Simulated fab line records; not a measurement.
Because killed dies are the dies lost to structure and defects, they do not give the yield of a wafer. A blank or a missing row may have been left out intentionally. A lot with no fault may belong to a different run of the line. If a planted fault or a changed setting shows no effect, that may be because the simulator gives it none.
The tool behind it: which one? / flow berkeleyCmos170 / Sampling: 6 lots, 18 wafers, 3 of 331 route steps

== WHAT THE GAUGES SHOWED, per wafer ==
UCB170_SPACER_THK_MEAS_01.
lot=L111; measured=day 7 00:59; on=filmMetro-03; SPACER_TEOS_THK (nm)=372 369 377
lot=L114; measured=day 8 03:40; on=filmMetro-02; SPACER_TEOS_THK (nm)=376 382 376
lot=L115; measured=day 8 08:59; on=filmMetro-01; SPACER_TEOS_THK (nm)=369 372 371
lot=L120; measured=day 8 19:23; on=filmMetro-02; SPACER_TEOS_THK (nm)=374 383 378
lot=L124; measured=day 10 10:09; on=filmMetro-02; SPACER_TEOS_THK (nm)=367 374 324
lot=L130; measured=day 11 23:50; on=filmMetro-03; SPACER_TEOS_THK (nm)=379 368 385

== TOOL THAT RAN EACH LOT (tool first, then ch and the chambers of the sampled wafers, then the start) ==
lot=L111; UCB170_PLDD_STRIP_10=plasmaAsher-04 ch 0,1, day 6 21:25; UCB170_SPACER_CVD_00=pecvd-01 ch 0,2, day 7 00:56
lot=L114; UCB170_PLDD_STRIP_10=plasmaAsher-01 ch 0,1, day 8 01:37; UCB170_SPACER_CVD_00=pecvd-03 ch 0,2, day 8 03:37
lot=L115; UCB170_PLDD_STRIP_10=plasmaAsher-01 ch 0,1, day 8 06:28; UCB170_SPACER_CVD_00=pecvd-03 ch 0,1,2, day 8 08:56
lot=L120; UCB170_PLDD_STRIP_10=plasmaAsher-01 ch 0,1, day 8 14:38; UCB170_SPACER_CVD_00=pecvd-01 ch 0,1,2, day 8 19:20
lot=L124; UCB170_PLDD_STRIP_10=plasmaAsher-01 ch 0,1, day 10 06:33; UCB170_SPACER_CVD_00=pecvd-03 ch 0,1,2, day 10 10:07
lot=L130; UCB170_PLDD_STRIP_10=plasmaAsher-02 ch 0,1, day 11 21:37; UCB170_SPACER_CVD_00=pecvd-04 ch 0,1,2, day 11 23:47
- UCB170_PLDD_STRIP_10: strips in O2.
- UCB170_SPACER_CVD_00: deposits SiO2 from TEOS/O2, target thk 376 nm, time 47 s.

== THE ANSWER, worked out from the rows above alone ==
Rule: usual is defined by the lots themselves. The widest of any qualifying gaps counts: lots, ordered by their means at a reading, are off when they make up no more than a third of the lots, leave a main group of 4 or more, and stand apart from it by 3 or more times the standard deviation of that group's means. A main group whose means are all the same, to the digits that the tables above print for the reading, isn't used. A lot without any number at a reading at which 4 lots or more have one is off too. Where the step has rows for the other lots, those lots are counted as sound.
Off: L124, at UCB170_SPACER_THK_MEAS_01 (SPACER_TEOS_THK). The main group: mean 375 nm, standard deviation 3.1.
A tool fits if, at a process step before that reading, it ran every lot that is off, and no sound lot after the first of them. The gauges at UCB170_SPACER_THK_MEAS_01 are tried like those tools. Can't be told from this: 3 tools fit, plasmaAsher-01 at UCB170_PLDD_STRIP_10, pecvd-03 at UCB170_SPACER_CVD_00, filmMetro-02 at UCB170_SPACER_THK_MEAS_01.

== WHAT THE SIMULATOR HAD INSERTED ==
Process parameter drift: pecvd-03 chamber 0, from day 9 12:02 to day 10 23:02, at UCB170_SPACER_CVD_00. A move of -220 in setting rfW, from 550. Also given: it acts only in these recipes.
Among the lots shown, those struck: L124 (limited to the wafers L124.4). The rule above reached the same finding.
